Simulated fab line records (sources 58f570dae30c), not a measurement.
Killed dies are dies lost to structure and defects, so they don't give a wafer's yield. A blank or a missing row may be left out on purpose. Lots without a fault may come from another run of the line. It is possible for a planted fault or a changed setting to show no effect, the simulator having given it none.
Which tool was responsible? ; flow berkeley_cmos170 ; Sampling: 7 lots, 21 wafers, 2 of 331 route steps

## WHAT THE GAUGES READ, wafer by wafer
UCB170_WELLDRIVE_THK_MEAS_02.
lot;measured;on;WELLDRIVE_OXIDE_THK (nm)
L680;day 3 18:38;film_metro-04;194 193 195
L683;day 4 07:58;film_metro-04;199 202 200
L686;day 4 18:38;film_metro-04;202 201 199
L687;day 5 08:52;film_metro-03;200 201 204
L690;day 5 15:16;film_metro-04;199 197 199
L695;day 6 22:55;film_metro-01;175 177 176
L702;day 8 08:44;film_metro-03;201 199 200

## TOOL THAT RAN EACH LOT (tool first, then ch and the chambers of the sampled wafers, then the start)
lot;UCB170_WELLDRIVE_OXIDATION_01
L680;furnace-03 ch 0, day 3 15:08
L683;furnace-02 ch 0, day 4 04:28
L686;furnace-03 ch 0, day 4 15:00
L687;furnace-01 ch 0, day 5 05:21
L690;furnace-01 ch 0, day 5 11:46
L695;furnace-01 ch 0, day 6 19:24
L702;furnace-02 ch 0, day 8 05:14
- UCB170_WELLDRIVE_OXIDATION_01: target thk 199 nm, ox time 9000 s.

## THE ANSWER, worked out from the rows above alone
Rule: the lots themselves supply what counts as usual. The widest of any qualifying gaps counts: lots, ordered by their means at a reading, are off when they make up no more than a third of the lots, leave a main group of 4 or more, and stand apart from it by 3 or more times the standard deviation of that group's means. If all means in a main group match to the digits the tables above print for the reading, that group is not used. A lot without any number at a reading at which 4 lots or more have one is off too. Any other lot the step has rows for is counted as sound.
Off: L695, seen at UCB170_WELLDRIVE_THK_MEAS_02 (WELLDRIVE_OXIDE_THK). Main group: mean 199 nm, sd 2.5.
If a tool, at a process step before that reading, ran all the lots that are off and no sound lot after the first of them, it fits. Gauges at UCB170_WELLDRIVE_THK_MEAS_02: tried the same way as those tools. This does not decide it: 2 tools fit, namely furnace-01 at UCB170_WELLDRIVE_OXIDATION_01 and film_metro-01 at UCB170_WELLDRIVE_THK_MEAS_02.

## WHAT THE SIMULATOR HAD INSERTED
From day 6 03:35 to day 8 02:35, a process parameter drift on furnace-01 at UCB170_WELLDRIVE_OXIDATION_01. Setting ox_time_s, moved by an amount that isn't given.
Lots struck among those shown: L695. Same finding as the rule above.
